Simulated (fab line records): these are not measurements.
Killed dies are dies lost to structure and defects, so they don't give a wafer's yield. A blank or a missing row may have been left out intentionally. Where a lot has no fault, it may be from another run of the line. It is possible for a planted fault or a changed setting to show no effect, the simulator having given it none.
Which tool is to blame? ; flow berkeley_cmos170 ; 7 lots with 21 wafers sampled at 3 steps, on a route of 331 steps

## WHAT THE GAUGES READ, wafer by wafer
UCB170_PWELL_THK_MEAS_06.
lot;measured;on;PWELL_NITRIDE_THK (nm)
L486;day 3 15:42;film_metro-03;221.1 221.0 218.5
L487;day 3 15:41;film_metro-04;221.4 220.9 222.2
L489;day 4 04:35;film_metro-03;222.1 219.9 222.0
L491;day 4 14:07;film_metro-02;222.5 223.1 220.9
L494;day 5 08:22;film_metro-02;218.8 216.4 217.6
L496;day 5 08:19;film_metro-02;221.1 221.6 220.5
L503;day 6 20:02;film_metro-04;231.8 229.6 230.2 232.1 229.3 230.3

## WHICH TOOL RAN EACH LOT (tool, then ch and the chambers of the sampled wafers, then the start)
lot;UCB170_NWELL_STRIP_15;UCB170_PWELL_CVD_05
L486;plasma_asher-02 ch 0,1, day 2 22:49;lpcvd-02 ch 0, day 3 13:46
L487;plasma_asher-02 ch 0,1, day 3 02:55;lpcvd-02 ch 0, day 3 13:46
L489;plasma_asher-02 ch 0,1, day 3 12:08;lpcvd-01 ch 1, day 4 02:38
L491;plasma_asher-04 ch 0,1, day 3 21:58;lpcvd-02 ch 1, day 4 12:12
L494;plasma_asher-02 ch 1, day 4 12:49;lpcvd-01 ch 1, day 5 06:17
L496;plasma_asher-03 ch 0,1, day 4 13:05;lpcvd-01 ch 1, day 5 06:17
L503;plasma_asher-03 ch 0,1, day 6 01:55;lpcvd-01 ch 1, day 6 18:07
- UCB170_NWELL_STRIP_15: strips in O2.
- UCB170_PWELL_CVD_05: deposits Si3N4 from SiH2Cl2/NH3, target thk 220 nm, time 3300 s.

## THE ANSWER, worked out from the rows above alone
Rule: usual is defined by the lots themselves. The widest of any qualifying gaps counts: lots, ordered by their means at a reading, are off when they make up no more than a third of the lots, leave a main group of 4 or more, and stand apart from it by 3 or more times the standard deviation of that group's means. If all means in a main group match to the digits the tables above print for the reading, that group is not used. Also off: a lot with no number at a reading for which 4 or more lots have one. The other lots that the step has rows for count as sound.
Off: L503, seen at UCB170_PWELL_THK_MEAS_06 (PWELL_NITRIDE_THK). For the main group the mean is 220.6 nm and the standard deviation 1.5.
If a tool, at a process step before that reading, ran all the lots that are off and no sound lot after the first of them, it fits. Those tools and the gauges at UCB170_PWELL_THK_MEAS_06 are tried in the same way. Can't be told from this: 3 tools fit, plasma_asher-03 at UCB170_NWELL_STRIP_15, lpcvd-01 at UCB170_PWELL_CVD_05, film_metro-04 at UCB170_PWELL_THK_MEAS_06.

## WHAT WAS PUT IN BY THE SIMULATOR
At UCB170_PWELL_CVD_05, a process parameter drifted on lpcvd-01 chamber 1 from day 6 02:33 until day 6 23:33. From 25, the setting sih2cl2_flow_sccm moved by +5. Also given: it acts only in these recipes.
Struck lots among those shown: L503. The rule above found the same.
